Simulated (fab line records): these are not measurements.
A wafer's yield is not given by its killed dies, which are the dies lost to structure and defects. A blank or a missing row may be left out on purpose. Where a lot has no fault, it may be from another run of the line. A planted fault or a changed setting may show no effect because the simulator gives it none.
Split-lot study ; flow berkeley-cmos170 ; 5 lots, 23 wafers read, on a route of 331 steps

## ABOUT THE SPLIT
At UCB170_PLDD_PEB_04, the setting peb-temp-c was moved away from the recipe's 130 C on 8 of the 23 wafers read, by -1.8% to +2.4%. All remaining wafers had this setting at the recipe value.

## FROM SPLIT TO READING: 1 step shown by the file between the two
- UCB170_PLDD_DEVELOP_05: develop time 45 s

## THE READING
cd-nm (nm) at UCB170_PLDD_CD_MEAS_06, where the cd target is 1200 nm. Typical for fault-free wafers on this fab line: 1199.1 nm, with standard deviation 1.4 nm.

wafer;tool, chamber at the split;peb-temp-c as run, C;against the recipe;cd-nm, nm;against lot-mates on the recipe
L080.1;litho-track-01, 0;130;recipe;1198.0;-
L080.2;litho-track-01, 0;133.1;+2.4%;1216.1;+17.4
L080.4;litho-track-01, 0;133.1;+2.4%;1217.3;+18.6
L080.5;litho-track-01, 0;130;recipe;1199.4;-
L080.6;litho-track-01, 0;133.1;+2.4%;1217.2;+18.5
L082.2;litho-track-04, 0;130;recipe;1198.9;-
L082.3;litho-track-04, 0;130;recipe;1200.0;-
L082.6;litho-track-04, 0;130;recipe;1198.7;-
L081.1;litho-track-01, 0;130;recipe;1198.0;-
L081.2;litho-track-01, 0;129;-0.8%;1190.2;-7.8
L081.3;litho-track-01, 0;130;recipe;1197.4;-
L081.4;litho-track-01, 0;129;-0.8%;1192.2;-5.8
L081.6;litho-track-01, 0;130;recipe;1198.7;-
L084.1;litho-track-01, 0;127.6;-1.8%;1181.4;-18.2
L084.2;litho-track-01, 0;127.6;-1.8%;1181.4;-18.2
L084.3;litho-track-01, 0;127.6;-1.8%;1181.7;-18.0
L084.4;litho-track-01, 0;130;recipe;1199.2;-
L084.5;litho-track-01, 0;130;recipe;1200.1;-
L085.1;litho-track-02, 0;130;recipe;1198.8;-
L085.2;litho-track-02, 0;130;recipe;1200.0;-
L085.3;litho-track-02, 0;130;recipe;1199.4;-
L085.4;litho-track-02, 0;130;recipe;1200.4;-
L085.6;litho-track-02, 0;130;recipe;1199.3;-

FIT RESULTS
A straight line over all 23 wafers: cd-nm changes by +8.32 nm for each +1% of peb-temp-c; r = +0.99; the points scatter about the line by 1.3 nm.
The same after taking each lot's own level away (the mean of its wafers on the recipe; 23 wafers): +8.47 nm for each +1%; r = +0.99; scatter 1.2 nm.
The reading moves by 20 nm for the largest change in peb-temp-c, on that fit.
The span of the lots' own levels, 1198.03 to 1199.65 nm, comes to 1.2 times the standard deviation stated above.
The two slopes agree, so the slope changes little with the lot-to-lot level.
Check: with one of the wafers moved furthest among these (+2.4%) left out of the fit, the line predicts +20.3 nm for it against its lot-mates. Against them it came out at +17.4 nm.

## OTHER SPLITS APPLIED TO THESE WAFERS
Other splits were also applied to these wafers ahead of the reading. Each is held against what the fit with the lots' levels taken away leaves over:
other split on the same wafers;wafers away from the commonest value;r with cd-nm (lot level and that fit taken away)
UCB170_START_OXIDATION_02 temp-c;18;+0.19
UCB170_NWELL_PEB_10 peb-temp-c;8;+0.04
UCB170_NWELL_ETCH_13 time-s;7;+0.36
UCB170_PWELL_CVD_05 temp-c;10;+0.10
UCB170_PWELL_IMPLANT_15 energy-kev;10;-0.14
UCB170_WELLDRIVE_OXIDATION_01 temp-c;13;+0.04
UCB170_ACTIVE_ETCH_15 time-s;9;+0.25
UCB170_FIELD_OXIDATION_01 ox-time-s;10;-0.04
UCB170_SCREENOX_OXIDATION_01 ox-time-s;15;+0.19

## FILE'S OWN FIT
cd-nm changes by +8.49 nm for each +1% of peb-temp-c, r = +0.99.
